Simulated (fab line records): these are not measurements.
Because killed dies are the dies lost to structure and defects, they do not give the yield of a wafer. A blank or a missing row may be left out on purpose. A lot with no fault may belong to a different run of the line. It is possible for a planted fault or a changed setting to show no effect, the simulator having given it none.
Which tool is to blame?	flow berkeley_cmos170	Sampling: 15 lots, 45 wafers, 3 of 331 route steps

WHAT EACH GAUGE READ, for each wafer
UCB170_V2_CD_MEAS_12: target cd 700 nm. Usual: cd_nm at 699.8 nm, with a standard deviation of 1.4.
lot	measured	on	cd_nm (nm)	flag
L433	day 8 10:35	cd_sem-02	698.9 698.3 698.8	
L435	day 10 00:56	cd_sem-02	698.2 699.9 699.9	
L438	day 10 04:26	cd_sem-01	700.9 700.2 700.8	
L437	day 10 04:40	cd_sem-01	697.8 697.0 697.3	
L440	day 10 12:02	cd_sem-02	699.1 700.7 700.7	
L441	day 10 12:16	cd_sem-01	700.6 701.5 702.5	
L439	day 10 12:31	cd_sem-01	700.3 700.1 701.1	
L445	day 11 01:24	cd_sem-02	699.6 700.7 699.6	
L444	day 11 04:47	cd_sem-01	696.4 698.3 696.6	
L446	day 11 23:55	cd_sem-01	700.3 698.2 700.3	
L448	day 12 09:56	cd_sem-02	701.7 701.5 703.5	
L449	day 12 10:04	cd_sem-01	700.2 698.2 699.6	
L454	day 12 20:07	cd_sem-02	698.6 700.2 699.8	
L452	day 13 00:24	cd_sem-01	698.7 699.9 698.1	
L456	day 13 14:18	cd_sem-01	698.7 698.5 699.9	

UCB170_V2_CD_MEAS_90: target cd 700 nm. Usual: cd_nm at 699.5 nm, with a standard deviation of 1.6.
lot	measured	on	cd_nm (nm)	flag
L433	day 8 11:04	cd_sem-02	697.4 699.1 697.8	
L435	day 10 01:23	cd_sem-01	696.8 699.7 698.9	
L438	day 10 04:52	cd_sem-02	700.9 699.7 701.4	
L437	day 10 05:06	cd_sem-01	696.1 697.2 697.6	
L440	day 10 12:28	cd_sem-02	699.2 699.5 701.0	
L441	day 10 12:42	cd_sem-01	701.8 701.8 702.7	
L439	day 10 12:57	cd_sem-02	700.5 699.9 699.4	
L445	day 11 01:50	cd_sem-01	699.2 701.1 699.6	
L444	day 11 05:14	cd_sem-02	696.0 697.8 696.3	
L446	day 12 00:21	cd_sem-02	700.3 697.4 699.2	
L448	day 12 10:23	cd_sem-01	701.0 700.3 702.7	
L449	day 12 10:30	cd_sem-02	700.1 697.3 699.3	
L454	day 12 20:34	cd_sem-02	698.7 699.8 699.9	
L452	day 13 00:50	cd_sem-02	698.2 700.9 698.5	
L456	day 13 14:44	cd_sem-02	698.5 698.4 700.0	

WHICH TOOL RAN EACH LOT (tool, then ch and the chambers of the sampled wafers, then the start)
lot	UCB170_M2_ETCH_17
L433	rie_diel-03 ch 0,2,3, day 8 07:56
L435	rie_diel-03 ch 2,3, day 9 22:46
L438	rie_diel-02 ch 0,2, day 10 00:30
L437	rie_diel-03 ch 0,1,2, day 10 00:44
L440	rie_diel-02 ch 0,1, day 10 07:31
L441	rie_diel-03 ch 0,1,3, day 10 07:47
L439	rie_diel-04 ch 0,1,2, day 10 07:59
L445	rie_diel-02 ch 0,1,2, day 10 23:12
L444	rie_diel-02 ch 0,2,3, day 11 02:31
L446	rie_diel-02 ch 0,1,2, day 11 21:18
L448	rie_diel-03 ch 0,1,3, day 12 07:22
L449	rie_diel-03 ch 0,1, day 12 07:38
L454	rie_diel-04 ch 0,1,2, day 12 17:48
L452	rie_diel-02 ch 1,2,3, day 12 22:14
L456	rie_diel-03 ch 1,2, day 13 11:56
- UCB170_M2_ETCH_17: etches BARC in N2/H2.

AS READ BY THE TOOLS THEMSELVES (means over the sampled wafers that have a number; for cases with no such wafer, the mark the record gives instead)
UCB170_M2_ETCH_17. Usual: drypump_motor_current_A 5.7 A, standard deviation 0.35; oes_product_au 1.003 a.u., standard deviation 0.015; throttle_valve_pct 13.25 %, standard deviation 0.27.
lot	tool	drypump_motor_current_A (A)	oes_product_au (a.u.)	throttle_valve_pct (%)	flag
L433	rie_diel-03	5.8	1.002	13.31	
L435	rie_diel-03	6.1	1.005	13.33	
L438	rie_diel-02	5.3	1.019	13.02	
L437	rie_diel-03	5.7	1.002	13.49	
L440	rie_diel-02	5.3	1.017	13.06	
L441	rie_diel-03	5.7	0.999	13.38	
L439	rie_diel-04	5.6	0.999	13.09	
L445	rie_diel-02	5.3	1.021	13.02	
L444	rie_diel-02	5.6	1.006	13.10	
L446	rie_diel-02	5.3	1.014	13.02	
L448	rie_diel-03	5.7	0.992	13.36	
L449	rie_diel-03	5.5	0.998	13.55	
L454	rie_diel-04	5.6	0.998	13.08	
L452	rie_diel-02	5.6	1.002	13.12	
L456	rie_diel-03	5.9	1.007	13.65	

THE ANSWER, worked out from the rows above alone
Rule: a lot is off if the mean of its wafers that have a number lies more than 3 standard deviations from the usual mean. A lot without any number at a reading at which 4 lots or more have one is off too. All remaining lots with rows at the step are treated as sound. First the gauges in route order, then the tools' own readings, where a lot's mean is used as printed above. The first step at which some lot is off is used, and at that step the reading that is off furthest; a lot without a number counts as furthest.
Nothing can be told from this: no lot is off at any reading shown.

WHAT THE SIMULATOR HAD INSERTED
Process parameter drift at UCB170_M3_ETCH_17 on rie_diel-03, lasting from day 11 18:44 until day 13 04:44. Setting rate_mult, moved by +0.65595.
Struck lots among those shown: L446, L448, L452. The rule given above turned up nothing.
